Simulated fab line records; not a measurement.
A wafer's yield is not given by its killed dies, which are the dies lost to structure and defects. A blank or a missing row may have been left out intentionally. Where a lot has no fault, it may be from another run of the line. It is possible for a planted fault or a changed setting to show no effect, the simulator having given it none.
What tool caused it? | flow rit cmos | 42 wafers from 14 lots sampled at 4 of the route's 202 steps

WHAT THE GAUGES READ, wafer by wafer
RIT_SDANNEAL_RS_MEAS_04: measurement is done with a four-point probe. Usual: for PSD_RS the level is 115.89 ohm/sq and the standard deviation is 0.26.
lot  | measured    | on            | PSD_RS (ohm/sq)      | flag
L959 | day 3 02:57 | film metro-02 | 115.69 115.21 115.46 |
L961 | day 3 12:43 | film metro-01 | 116.12 116.10 116.08 |
L962 | day 3 20:48 | film metro-01 | 116.17 115.82 115.89 |
L963 | day 3 22:48 | film metro-04 | 115.86 116.16 116.05 |
L964 | day 4 03:42 | film metro-02 | 116.00 116.22 115.92 |
L965 | day 4 08:06 | film metro-01 | 116.03 115.93 115.84 |
L966 | day 4 11:58 | film metro-04 | 115.67 115.84 115.54 |
L968 | day 5 00:00 | film metro-01 | 115.77 115.67 115.63 |
L970 | day 5 08:17 | film metro-02 | 115.79 116.14 116.08 |
L973 | day 5 23:41 | film metro-01 | 166.19 166.19 165.74 | OFF
L975 | day 6 08:41 | film metro-04 | 166.48 166.31 166.06 | OFF
L978 | day 7 01:05 | film metro-04 | 116.27 116.26 115.97 |
L980 | day 7 10:54 | film metro-04 | 115.79 116.02 115.94 |
L982 | day 7 22:17 | film metro-02 | 115.69 115.81 115.90 |

RIT_SDANNEAL_RS_MEAS_05: measurement is done with a four-point probe. Usual: for NSD_RS the level is 84.52 ohm/sq and the standard deviation is 0.3.
lot  | measured    | on            | NSD_RS (ohm/sq)   | flag
L959 | day 3 03:04 | film metro-02 | 84.51 84.66 84.59 |
L961 | day 3 12:50 | film metro-01 | 84.60 84.38 84.68 |
L962 | day 3 20:55 | film metro-01 | 84.56 84.74 84.49 |
L963 | day 3 22:55 | film metro-04 | 85.01 84.72 85.04 |
L964 | day 4 03:49 | film metro-02 | 84.47 84.22 84.73 |
L965 | day 4 08:13 | film metro-01 | 84.28 84.38 84.09 |
L966 | day 4 12:05 | film metro-04 | 84.23 84.18 84.32 |
L968 | day 5 00:07 | film metro-01 | 83.98 84.15 83.93 |
L970 | day 5 08:25 | film metro-02 | 84.58 84.83 85.03 |
L973 | day 5 23:49 | film metro-01 | 87.09 86.80 86.70 | OFF
L975 | day 6 08:49 | film metro-04 | 87.34 87.03 87.32 | OFF
L978 | day 7 01:13 | film metro-04 | 84.70 84.99 84.61 |
L980 | day 7 11:01 | film metro-04 | 84.08 84.23 84.42 |
L982 | day 7 22:24 | film metro-02 | 84.71 84.65 84.54 |

RIT_SDANNEAL_RS_MEAS_06: measurement is done with a four-point probe. Usual: for PLDD_RS the level is 178.6 ohm/sq and the standard deviation is 0.51.
lot  | measured    | on            | PLDD_RS (ohm/sq)  | flag
L959 | day 3 03:11 | film metro-02 | 178.7 178.0 178.6 |
L961 | day 3 12:58 | film metro-01 | 179.1 178.8 179.5 |
L962 | day 3 21:02 | film metro-01 | 179.4 179.1 179.7 |
L963 | day 3 23:02 | film metro-04 | 179.2 179.1 178.9 |
L964 | day 4 03:56 | film metro-02 | 178.4 178.5 178.4 |
L965 | day 4 08:20 | film metro-01 | 179.2 178.7 178.9 |
L966 | day 4 12:12 | film metro-04 | 178.9 179.5 179.1 |
L968 | day 5 00:14 | film metro-01 | 177.5 178.0 178.1 |
L970 | day 5 08:32 | film metro-02 | 178.2 178.5 178.6 |
L973 | day 5 23:56 | film metro-01 | 246.4 246.7 246.2 | OFF
L975 | day 6 08:56 | film metro-04 | 246.7 246.9 246.3 | OFF
L978 | day 7 01:20 | film metro-04 | 178.5 179.0 178.2 |
L980 | day 7 11:08 | film metro-04 | 178.4 179.5 178.7 |
L982 | day 7 22:31 | film metro-02 | 178.9 179.1 179.1 |

TOOL THAT RAN EACH LOT (tool first, then ch and the chambers of the sampled wafers, then the start)
lot  | RIT_SDANNEAL_RTA_03
L959 | rtp anneal-02 ch 0, day 3 02:53
L961 | rtp anneal-02 ch 0, day 3 12:39
L962 | rtp anneal-01 ch 0, day 3 20:44
L963 | rtp anneal-02 ch 0, day 3 22:45
L964 | rtp anneal-01 ch 0, day 4 03:38
L965 | rtp anneal-02 ch 0, day 4 08:02
L966 | rtp anneal-01 ch 0, day 4 11:53
L968 | rtp anneal-01 ch 0, day 4 23:56
L970 | rtp anneal-01 ch 0, day 5 08:14
L973 | rtp anneal-02 ch 0, day 5 23:38
L975 | rtp anneal-02 ch 0, day 6 08:38
L978 | rtp anneal-01 ch 0, day 7 01:02
L980 | rtp anneal-01 ch 0, day 7 10:50
L982 | rtp anneal-01 ch 0, day 7 22:13
- RIT_SDANNEAL_RTA_03: time 5 s.

WHAT THE TOOLS THEMSELVES READ (means of the sampled wafers that have a number; where no wafer has one, the mark that the record gives instead)
RIT_SDANNEAL_RTA_03. Usual: 1053.6 for wafer_temp_C_max, sd 1.2.
lot  | tool          | wafer_temp_C_max | flag
L959 | rtp anneal-02 | 1054.5           |
L961 | rtp anneal-02 | 1053.9           |
L962 | rtp anneal-01 | 1055.3           |
L963 | rtp anneal-02 | 1053.5           |
L964 | rtp anneal-01 | 1052.9           |
L965 | rtp anneal-02 | 1054.1           |
L966 | rtp anneal-01 | 1053.5           |
L968 | rtp anneal-01 | 1054.7           |
L970 | rtp anneal-01 | 1053.2           |
L973 | rtp anneal-02 | 987.5            | OFF
L975 | rtp anneal-02 | 989.1            | OFF
L978 | rtp anneal-01 | 1053.7           |
L980 | rtp anneal-01 | 1054.2           |
L982 | rtp anneal-01 | 1054.3           |

THE ANSWER, worked out from the rows above alone
Rule: lot off if the mean of its wafers having a number is beyond 3 standard deviations from the usual mean. Also off: a lot with no number at a reading for which 4 or more lots have one. Where the step has rows for the other lots, those lots are counted as sound. Order of review: gauges by route order, followed by the tools' own readings, for which a lot's mean as printed above is used. At the first step where some lot is off, the reading lying furthest off is the one used; lots without a number count as furthest.
Off: L973, L975, at RIT_SDANNEAL_RS_MEAS_04 (PSD_RS).
If a tool, at a process step before that reading, ran all the lots that are off and no sound lot after the first of them, it fits. The gauges at RIT_SDANNEAL_RS_MEAS_04 aren't tried: what is off there is off at RIT_SDANNEAL_RTA_03 too, on other tools, and a gauge's error can't cause that. One fits: rtp anneal-02 at RIT_SDANNEAL_RTA_03. Its last sound lot is L965 (day 4 08:02), its first lot that is off L973 (day 5 23:38): a fault that began between those two fits.
The tool's own readings at RIT_SDANNEAL_RTA_03 bear it out: on the lots that are off they differ by more than 5 times the standard deviation of the sound lots' means. wafer_temp_C_max reads 988.3 there against 1054.0 on the sound lots.

WHAT THE SIMULATOR PUT IN
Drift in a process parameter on rtp anneal-02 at RIT_SDANNEAL_RTA_03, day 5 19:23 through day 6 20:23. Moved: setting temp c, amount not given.
Lots struck among those shown: L973, L975. The rule above reached the same finding.
